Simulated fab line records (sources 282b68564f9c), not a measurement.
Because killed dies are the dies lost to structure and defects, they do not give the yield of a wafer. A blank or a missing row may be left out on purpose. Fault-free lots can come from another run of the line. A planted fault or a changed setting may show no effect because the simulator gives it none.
Shared-tool check :: flow ritCmos :: 14 lots, 42 wafers sampled

REASON FOR OPENING
Of 14 lots, 2 have the reading NSD_TW flagged at RIT_NSD_TW_MEAS_10. No-fault wafers: 3137, standard deviation 13.
Rule: a lot is flagged in two cases, either no wafer of it has a number, or all its wafers with numbers fall more than 4 standard deviations from that mean. The other lots count as sound.

lot: L681
measured: day 3 16:10
on: filmMetro-04
NSD_TW, wafer by wafer: 3130 3146 3130
flag: 

lot: L682
measured: day 3 16:28
on: filmMetro-02
NSD_TW, wafer by wafer: 3141 3130 3127
flag: 

lot: L683
measured: day 4 04:07
on: filmMetro-02
NSD_TW, wafer by wafer: 3122 3116 3117
flag: 

lot: L684
measured: day 4 06:41
on: filmMetro-02
NSD_TW, wafer by wafer: 3119 3122 3142
flag: 

lot: L685
measured: day 4 11:00
on: filmMetro-02
NSD_TW, wafer by wafer: 3109 3122 3126
flag: 

lot: L686
measured: day 4 16:08
on: filmMetro-03
NSD_TW, wafer by wafer: 3149 3140 3130
flag: 

lot: L689
measured: day 5 07:27
on: filmMetro-02
NSD_TW, wafer by wafer: 3140 3149 3161
flag: 

lot: L690
measured: day 5 13:34
on: filmMetro-02
NSD_TW, wafer by wafer: 3144 3147 3149
flag: 

lot: L691
measured: day 5 16:56
on: filmMetro-03
NSD_TW, wafer by wafer: 3147 3144 3149
flag: 

lot: L692
measured: day 5 19:46
on: filmMetro-04
NSD_TW, wafer by wafer: 3113 3117 3117
flag: 

lot: L695
measured: day 6 13:50
on: filmMetro-02
NSD_TW, wafer by wafer: 3152 3152 3150
flag: 

lot: L698
measured: day 7 05:22
on: filmMetro-02
NSD_TW, wafer by wafer: 3256 3261 3258
flag: FLAGGED

lot: L701
measured: day 7 18:39
on: filmMetro-03
NSD_TW, wafer by wafer: 3130 3122 3122
flag: 

lot: L702
measured: day 7 23:47
on: filmMetro-02
NSD_TW, wafer by wafer: 3276 3263 3238
flag: FLAGGED
The mean of the flagged lots' numbers is 3259, +122 from the usual (+9 standard deviations).

LOT BY LOT: THE TOOL USED
The record holds 1 process step before the reading, out of a route of 202 steps. Each cell gives the tool, then ch followed by the chambers the sampled wafers passed through, then the start.
lot: L681
flag: 
RIT_NSD_IMPLANT_08: implanter-01 ch 0, day 3 15:50

lot: L682
flag: 
RIT_NSD_IMPLANT_08: implanter-02 ch 0, day 3 16:10

lot: L683
flag: 
RIT_NSD_IMPLANT_08: implanter-02 ch 0, day 4 03:47

lot: L684
flag: 
RIT_NSD_IMPLANT_08: implanter-02 ch 0, day 4 06:23

lot: L685
flag: 
RIT_NSD_IMPLANT_08: implanter-01 ch 0, day 4 10:41

lot: L686
flag: 
RIT_NSD_IMPLANT_08: implanter-04 ch 0, day 4 15:49

lot: L689
flag: 
RIT_NSD_IMPLANT_08: implanter-01 ch 0, day 5 07:07

lot: L690
flag: 
RIT_NSD_IMPLANT_08: implanter-02 ch 0, day 5 13:06

lot: L691
flag: 
RIT_NSD_IMPLANT_08: implanter-02 ch 0, day 5 16:37

lot: L692
flag: 
RIT_NSD_IMPLANT_08: implanter-04 ch 0, day 5 19:26

lot: L695
flag: 
RIT_NSD_IMPLANT_08: implanter-04 ch 0, day 6 13:30

lot: L698
flag: FLAGGED
RIT_NSD_IMPLANT_08: implanter-02 ch 0, day 7 05:04

lot: L701
flag: 
RIT_NSD_IMPLANT_08: implanter-04 ch 0, day 7 18:19

lot: L702
flag: FLAGGED
RIT_NSD_IMPLANT_08: implanter-02 ch 0, day 7 23:27
These steps, and what they do:
- RIT_NSD_IMPLANT_08
- RIT_NSD_TW_MEAS_10

FLAGGED OVER TOTAL, TOOL BY TOOL (the gauges that took the reading come last)
step: RIT_NSD_IMPLANT_08
tool: implanter-01
lots run: 3
flagged: 0
share of the flagged lots: none
sound lots run after its first flagged lot: -

step: RIT_NSD_IMPLANT_08
tool: implanter-02
lots run: 7
flagged: 2
share of the flagged lots: all
sound lots run after its first flagged lot: 0

step: RIT_NSD_IMPLANT_08
tool: implanter-04
lots run: 4
flagged: 0
share of the flagged lots: none
sound lots run after its first flagged lot: -

step: RIT_NSD_TW_MEAS_10
tool: filmMetro-02
lots run: 9
flagged: 2
share of the flagged lots: all
sound lots run after its first flagged lot: 0

step: RIT_NSD_TW_MEAS_10
tool: filmMetro-03
lots run: 3
flagged: 0
share of the flagged lots: none
sound lots run after its first flagged lot: -

step: RIT_NSD_TW_MEAS_10
tool: filmMetro-04
lots run: 2
flagged: 0
share of the flagged lots: none
sound lots run after its first flagged lot: -

THE TABLE: WHAT IT ALLOWS
In 2 table rows, all flagged lots were run: implanter-02 (RIT_NSD_IMPLANT_08), filmMetro-02 (RIT_NSD_TW_MEAS_10).
- implanter-02 at RIT_NSD_IMPLANT_08: 2 of its 7 lots flagged. Last sound lot L691 at day 5 16:37, first flagged lot L698 at day 7 05:04; a fault beginning in between fits. Its own readings (beamEnergyKeV) fall more than 4 standard deviations out on all wafers of the flagged lots.
- filmMetro-02 at RIT_NSD_TW_MEAS_10: 2 of its 9 lots flagged. Last sound lot L695 at day 6 13:50, first flagged lot L698 at day 7 05:22; a fault beginning in between fits.
These 2 tools cannot be told apart by counting lots, since each of them fits a fault that started at some hour. More lots, or a look at what each step does to the wafer, might.

WHAT THE SIMULATOR HAD PUT IN
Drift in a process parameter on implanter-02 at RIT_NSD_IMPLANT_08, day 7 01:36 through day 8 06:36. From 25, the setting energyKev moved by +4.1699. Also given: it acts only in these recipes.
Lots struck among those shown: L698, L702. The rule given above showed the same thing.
